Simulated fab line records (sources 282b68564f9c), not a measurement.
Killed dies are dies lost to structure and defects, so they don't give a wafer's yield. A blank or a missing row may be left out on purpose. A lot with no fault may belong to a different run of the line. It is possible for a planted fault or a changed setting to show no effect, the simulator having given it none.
Code-filled problem report in 8D (eight disciplines) form	flow rit_cmos	the parts of the form that need people (team, actions taken, sign-off) are left out

1. THE ISSUE
At RIT_M1_ANNEAL_15, tube_center_temp_C averages 495 C over 12 wafers from 4 lots, while fault-free wafers read 450 C, standard deviation 0.039. So: +99 or more standard deviations from the usual mean.
The step: time 1800 s.
First seen on wafer L346.3, day 5 20:16, on furnace-02. At this step, 45 wafers from 15 lots have a number in the record. Rule for "out" (also "out of limits"): further than 4 standard deviations from the usual mean. Any other wafer with a number is counted as sound.

2. WHAT IT IS, WHAT IT ISN'T
question	is	is not
which readings at this step	tube_center_temp_C, spike_tc_centre_C, spike_tc_load_C, spike_tc_source_C, tube_center_temp_C_max, zone_power_centre_pct, zone_power_load_pct, zone_power_source_pct	-
which lots	L346, L347, L348, L349	L335, L336, L337, L338, L339, L340, L341, L342, L343, L344, L345
which wafers of those lots	all that have a number	-
read on which tools	furnace-02	-
when	from day 5 20:16	up to then (33 sound wafers)

3. WHAT RULES OUT EACH SUSPECT
Counting: a tool stays on the suspect list if, at a process step up to the reading, it processed all lots that are out and no sound lot following the first of them.
- furnace-02 at RIT_M1_ANNEAL_15 (time 1800 s): kept. It ran every lot that is out, first L346 (day 5 20:16), and no sound lot after that; its last sound lot up to then is L345 (day 5 16:44). Its own spike_tc_centre_C, spike_tc_load_C, spike_tc_source_C, tube_center_temp_C, tube_center_temp_C_max, zone_power_centre_pct, zone_power_load_pct, zone_power_source_pct readings are out on those wafers.
Remaining after the count: furnace-02 at RIT_M1_ANNEAL_15.

4. THE CAUSE (what the simulator had put in)
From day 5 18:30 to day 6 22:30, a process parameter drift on furnace-02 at RIT_M1_ANNEAL_15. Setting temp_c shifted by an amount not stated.
Only this tool survived the counting.

5. THE CHAIN OF EFFECTS, in route order
Each row: a reading where the mean over the struck wafers with a number is more than 3 standard deviations away from the usual. Readings are gone through only where the record gives a usual standard deviation; hours: the median, over the lots, of the time from a lot's start at the first step in this table giving one to that lot's start at this step; sigmas: the change measured in usual standard deviations.
hours	step	reading	usual	on struck wafers	change	sigmas
0	RIT_M1_ANNEAL_15	spike_tc_centre_C	453.4 C	498.9	+45.5	+46
0	RIT_M1_ANNEAL_15	spike_tc_load_C	469.3 C	515.4	+46.1	+42
0	RIT_M1_ANNEAL_15	spike_tc_source_C	469.7 C	515.5	+45.8	+46
0	RIT_M1_ANNEAL_15	tube_center_temp_C	450 C	495	+45	+99 or more
0	RIT_M1_ANNEAL_15	tube_center_temp_C_max	451.17	496.07	+44.90	+99 or more
0	RIT_M1_ANNEAL_15	zone_power_centre_pct	20.18 %	22.37	+2.19	+11
0	RIT_M1_ANNEAL_15	zone_power_load_pct	6.76 %	7.85	+1.09	+15
0	RIT_M1_ANNEAL_15	zone_power_source_pct	7.27 %	8.50	+1.23	+16
Process steps it contains:
- RIT_M1_ANNEAL_15: time 1800 s.

6. WHAT WOULD HAVE CAUGHT IT SOONER
In this record no reading fell out of limits until day 5 20:16, 2 hours after the fault had begun at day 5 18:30.
